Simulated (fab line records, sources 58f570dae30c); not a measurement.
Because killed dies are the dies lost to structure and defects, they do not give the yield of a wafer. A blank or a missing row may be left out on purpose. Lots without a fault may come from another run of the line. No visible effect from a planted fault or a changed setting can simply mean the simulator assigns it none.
Which of the tools did it? ; flow berkeleyCmos170 ; 42 wafers from 14 lots sampled at 3 of the route's 331 steps

## WHAT THE GAUGES SHOWED, per wafer
UCB170_NWELL_THK_MEAS_02.
lot;measured;on;NWELL_OXIDE_THK (nm)
L205;day 2 06:37;filmMetro-03;26.7 26.3 26.6
L206;day 2 15:31;filmMetro-04;25.1 25.6 25.8
L207;day 2 15:31;filmMetro-02;25.9 25.6 25.5
L208;day 2 19:47;filmMetro-02;26.2 26.0 25.5
L209;day 3 07:27;filmMetro-02;26.5 26.5 26.7
L213;day 4 01:19;filmMetro-04;26.1 25.7 26.5
L214;day 4 05:38;filmMetro-02;26.1 26.2 26.2
L215;day 4 12:20;filmMetro-04;27.5 27.0 27.4
L218;day 5 06:53;filmMetro-02;26.7 26.8 26.8
L221;day 5 18:17;filmMetro-03;26.6 26.6 26.5
L223;day 6 02:49;filmMetro-02;26.8 26.6 26.7
L224;day 6 07:10;filmMetro-03;26.6 26.0 26.8
L225;day 6 14:47;filmMetro-02;26.5 25.9 25.9
L226;day 6 20:50;filmMetro-02;26.1 26.0 25.9

UCB170_WELLDRIVE_THK_MEAS_02.
lot;measured;on;WELLDRIVE_OXIDE_THK (nm)
L205;day 3 23:17;filmMetro-03;195 193 192
L206;day 4 12:56;filmMetro-04;200 205 204
L207;day 4 12:53;filmMetro-03;197 199 198
L208;day 4 12:52;filmMetro-04;201 202 203
L209;day 5 00:41;filmMetro-04;197 198 198
L213;day 5 16:56;filmMetro-01;202 200 198
L214;day 6 04:25;filmMetro-04;203 203 198
L215;day 6 09:25;filmMetro-03;192 197 197
L218;day 7 03:58;filmMetro-03;198 195 194
L221;day 7 15:38;filmMetro-03;197 195 196
L223;day 8 04:10;filmMetro-01;201 200 201
L224;day 8 04:10;filmMetro-04;200 195 196
L225;day 8 14:44;filmMetro-03;196 198 200
L226;day 8 14:43;filmMetro-04;195 193 195

UCB170_SACOX_THK_MEAS_02.
lot;measured;on;SACOX_OXIDE_THK (nm)
L205;day 5 19:58;filmMetro-04;14.61 14.65 14.44
L206;day 6 16:50;filmMetro-01;14.62 14.64 14.58
L207;day 6 16:50;filmMetro-04;14.42 14.34 14.35
L208;day 6 16:50;filmMetro-03;14.64 14.71 14.76
L209;day 7 09:28;filmMetro-03;14.36 14.46 13.99
L213;day 8 04:38;filmMetro-03;14.15 14.03 14.12
L214;day 8 09:50;filmMetro-01;13.91 13.91 14.06
L215;day 8 17:48;filmMetro-01;14.49 14.53 14.30
L218;day 9 13:50;filmMetro-01;14.60 14.32 14.61
L221;day 9 17:59;filmMetro-04;14.14 14.02 14.22
L223;day 10 03:04;filmMetro-04;14.67 14.58 14.70
L224;day 10 03:04;filmMetro-03;14.26 14.22 14.20
L225;day 10 14:58;filmMetro-04;14.12 14.19 13.95
L226;day 10 14:56;filmMetro-01;14.44 14.38 14.25

## WHAT TOOL EACH LOT RAN ON (gives the tool, then ch and the chambers of the sampled wafers, and finally the start)
No process step before these readings appears in the record.

## WHAT THE TOOLS THEMSELVES READ (means of the sampled wafers that have a number; where no wafer has one, the mark that the record gives instead)
The record holds no such reading with a usual standard deviation.

## THE ANSWER, worked out from the rows above alone
Rule: usual is defined by the lots themselves. Put in order of their means at a reading, lots are off if they are a third of the lots or fewer, leave a main group of 4 or more, and stand apart from it by a gap of 3 or more times the standard deviation of the main group's means; of several such gaps the widest counts. If all means in a main group match to the digits the tables above print for the reading, that group is not used. Also off: a lot with no number at a reading for which 4 or more lots have one. All remaining lots with rows at the step are treated as sound. The gauges are gone through in route order, then the tools' own readings, and for those a lot's mean is taken as printed above. At the first step where some lot is off, the reading lying furthest off is the one used; lots without a number count as furthest.
Across all readings shown, no lot is off: no conclusion can be drawn from this.

## WHAT THE SIMULATOR HAD INSERTED
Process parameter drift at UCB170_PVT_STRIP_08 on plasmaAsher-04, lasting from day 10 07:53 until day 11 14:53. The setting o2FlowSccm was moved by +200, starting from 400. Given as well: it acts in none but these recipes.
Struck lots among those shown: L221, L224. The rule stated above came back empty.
